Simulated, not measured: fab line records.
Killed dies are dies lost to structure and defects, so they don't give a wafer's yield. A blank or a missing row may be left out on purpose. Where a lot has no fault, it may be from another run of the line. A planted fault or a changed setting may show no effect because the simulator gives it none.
Comparing a struck lot with a sound one | flow berkeleyCmos170 | 16 steps out of a route of 331
Sound: these wafers, L860.2, L860.4, L860.6. The struck wafers were L873.1, L873.5, L873.6. At the end, the cause is stated.
Per side, at each step with rows, come the tool, then ch with its chambers, and then its first start. Under that, the readings that differ: sound wafers | struck wafers | difference of the means | sigmas: that difference in standard deviations of wafers without a fault.
alike: words and numbers the same on both sides, and readings whose means are apart by under 2 such deviations; not compared: readings that were withheld, readings missing a value for some wafer, numbers with overlapping values and no deviation given by the record, and bounds like >300 which may hide the same value.
A row with sigmas, a row that says differs or no value, or rows on one side alone: a step with any of these is where the two part. Non-overlapping numbers with no deviation appear without sigmas and do not part them. Lack of a reading on every wafer of one side parts them only where that side has two or more wafers.

first, 2 steps without rows for these wafers: UCB170_M2_COAT_05 (resist thk 900 nm); UCB170_M2_SOFTBAKE_06 (time 60 s).
UCB170_M2_STRIP_07: strips in O2.
  sound on plasmaAsher-03 ch 0,1, day 8 00:01; struck on plasmaAsher-03 ch 0,1, day 10 07:43
  alike: drypumpMotorCurrentA, oesProductAu, stripTimeToEndpointS
  not compared: rfHoursCounterH
then, 7 steps without rows for these wafers: UCB170_M2_STRIP_08 (strips KrF in DMSO, time 600 s); UCB170_M2_COAT_09; UCB170_M2_COAT_10 (resist thk 900 nm); UCB170_M2_SOFTBAKE_11 (time 60 s); UCB170_M2_EXPOSE_12 (exposes mask METAL2, target cd 700 nm); UCB170_M2_PEB_13; UCB170_M2_DEVELOP_14 (develop time 45 s).
UCB170_M2_CD_MEAS_15 targets a cd of 700 nm.
  sound on cdSem-02 at day 8 01:37; struck on cdSem-02 at day 10 09:13
reading   | sound             | struck            | difference | sigmas
cdNm (nm) | 700.2 700.2 700.5 | 696.9 697.8 696.3 | -3.3       | -3
UCB170_M2_OVL_MEAS_16:
  sound on overlay-02 at day 8 01:44; struck on overlay-02 at day 10 09:20
  alike: M2_OVL
UCB170_M2_ETCH_17: etches BARC in N2/H2.
  sound on rieDiel-01 ch 1,2,3, day 8 01:46; struck on rieDiel-02 ch 0,3, day 10 09:22
  no value came back on the struck wafers for any of 6 readings (biasW (W), chamberPressureMTorr (mTorr) and others); on the sound wafers biasW (W) reads 100.39 100.21 100.21
UCB170_M2_METAL_ETCH_18: etches Al in Cl2/BCl3, stops on SiO2, target depth 1170 nm, time 195 s.
  sound on rieMetal-04 ch 0,1, day 8 01:48; struck on rieMetal-02 ch 0,1, day 10 09:25
reading             | sound             | struck            | difference | sigmas
oesProductAu (a.u.) | 0.872 0.856 0.846 | 0.379 0.375 0.381 | -0.480     | -40
  alike: bcl3FlowSccm, biasW, drypumpMotorCurrentA, rfFwdPowerW, throttleValvePct
  not compared: rfHoursCounterH
UCB170_M2_STRIP_19: strips in O2.
  sound on plasmaAsher-03 ch 0,1, day 8 01:59; struck on plasmaAsher-03 ch 0,1, day 10 09:36
  alike: drypumpMotorCurrentA, oesProductAu
  not compared: rfHoursCounterH
UCB170_M2_CD_MEAS_90 targets a cd of 700 nm.
  sound on cdSem-02 at day 8 02:07; struck on cdSem-01 at day 10 09:42
reading   | sound       | struck | difference                    | sigmas
cdNm (nm) | 701 702 699 | - - -  | no value on the struck wafers | 

WHERE THEY PART
First at UCB170_M2_CD_MEAS_15; last, within this record, at UCB170_M2_CD_MEAS_90.

WHY: what the simulator had put in
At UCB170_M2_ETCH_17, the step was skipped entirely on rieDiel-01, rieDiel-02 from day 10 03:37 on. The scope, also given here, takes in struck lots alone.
